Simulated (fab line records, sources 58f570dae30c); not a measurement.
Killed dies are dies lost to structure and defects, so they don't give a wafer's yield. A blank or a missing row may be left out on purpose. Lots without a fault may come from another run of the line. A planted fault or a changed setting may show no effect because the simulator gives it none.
Which tool did it? | flow berkeley_cmos170 | 10 lots, 30 wafers sampled, at 3 steps of a route of 331

WHAT THE GAUGES READ, wafer by wafer
UCB170_NWELL_OVL_MEAS_12.
lot  | measured    | on         | NWELL_OVL (nm)
L322 | day 2 05:18 | overlay-01 | 8 -3 0
L323 | day 2 12:18 | overlay-02 | -6 -1 0
L324 | day 2 19:25 | overlay-02 | 5 8 -1
L326 | day 3 00:17 | overlay-02 | -1 -4 5
L325 | day 3 00:32 | overlay-01 | 6 -5 -2
L327 | day 3 08:41 | overlay-01 | 4 -2 3
L339 | day 5 19:02 | overlay-02 | 4 6 6
L341 | day 6 06:24 | overlay-01 | 6 4 13
L343 | day 6 22:02 | overlay-02 | 3 -2 -2
L344 | day 7 00:32 | overlay-02 | 3 5 7

UCB170_PWELL_THK_MEAS_06.
lot  | measured    | on            | PWELL_NITRIDE_THK (nm)
L322 | day 3 05:29 | film_metro-02 | 223.9 223.9 223.8
L323 | day 3 07:37 | film_metro-04 | 218.6 218.4 218.4
L324 | day 3 14:20 | film_metro-02 | 217.8 217.3 217.7
L326 | day 3 14:19 | film_metro-01 | 218.1 219.2 218.1
L325 | day 3 14:19 | film_metro-04 | 223.1 223.5 221.0
L327 | day 4 03:53 | film_metro-01 | 222.5 224.6 224.4
L339 | day 6 13:30 | film_metro-04 | 219.5 219.5 219.1
L341 | day 6 21:41 | film_metro-02 | 215.6 216.2 215.0
L343 | day 7 14:27 | film_metro-01 | 221.9 220.2 222.9
L344 | day 7 20:05 | film_metro-04 | 223.3 222.6 223.6

WHICH TOOL RAN EACH LOT (tool, then ch and the chambers of the sampled wafers, then the start)
lot  | UCB170_ZERO_ETCH_06
L322 | rie_diel-04 ch 0,2,3, day 1 17:39
L323 | rie_diel-01 ch 0,2,3, day 2 00:30
L324 | rie_diel-02 ch 1,2, day 2 04:28
L326 | rie_diel-01 ch 0,2, day 2 11:46
L325 | rie_diel-02 ch 0,1,2, day 2 12:03
L327 | rie_diel-02 ch 0,3, day 2 21:50
L339 | rie_diel-04 ch 0,1,2, day 5 08:53
L341 | rie_diel-04 ch 0,1,3, day 5 15:40
L343 | rie_diel-01 ch 0,1,3, day 6 03:53
L344 | rie_diel-02 ch 0,2, day 6 12:58
- UCB170_ZERO_ETCH_06: etches SiO2 in CHF3/CF4/Ar, time 12 s.

WHAT THE TOOLS THEMSELVES READ (means of the sampled wafers that have a number; where no wafer has one, the mark that the record gives instead)
UCB170_ZERO_ETCH_06.
lot  | tool        | drypump_motor_current_A (A) | oes_product_au (a.u.) | throttle_valve_pct (%)
L322 | rie_diel-04 | 6.2                         | 0.630                 | 9.14
L323 | rie_diel-01 | 5.8                         | 0.619                 | 9.23
L324 | rie_diel-02 | 5.5                         | 0.615                 | 9.37
L326 | rie_diel-01 | 5.6                         | 0.623                 | 9.19
L325 | rie_diel-02 | 5.6                         | 0.620                 | 9.24
L327 | rie_diel-02 | 5.9                         | 0.626                 | 9.12
L339 | rie_diel-04 | 6.1                         | 0.620                 | 9.17
L341 | rie_diel-04 | 6.5                         | 0.618                 | 9.11
L343 | rie_diel-01 | 6.0                         | 0.620                 | 9.25
L344 | rie_diel-02 | 5.6                         | 0.614                 | 9.42

THE ANSWER, worked out from the rows above alone
Rule: what is usual is taken from the lots themselves. Put in order of their means at a reading, lots are off if they are a third of the lots or fewer, leave a main group of 4 or more, and stand apart from it by a gap of 3 or more times the standard deviation of the main group's means; of several such gaps the widest counts. A main group whose means are all the same, to the digits that the tables above print for the reading, isn't used. A lot without any number at a reading at which 4 lots or more have one is off too. The other lots that the step has rows for count as sound. The gauges are gone through in route order, then the tools' own readings, and for those a lot's mean is taken as printed above. The first step at which some lot is off is used, and at that step the reading that is off furthest; a lot without a number counts as furthest.
No lot is off at any reading shown: from this, nothing can be told.

WHAT THE SIMULATOR HAD PUT IN
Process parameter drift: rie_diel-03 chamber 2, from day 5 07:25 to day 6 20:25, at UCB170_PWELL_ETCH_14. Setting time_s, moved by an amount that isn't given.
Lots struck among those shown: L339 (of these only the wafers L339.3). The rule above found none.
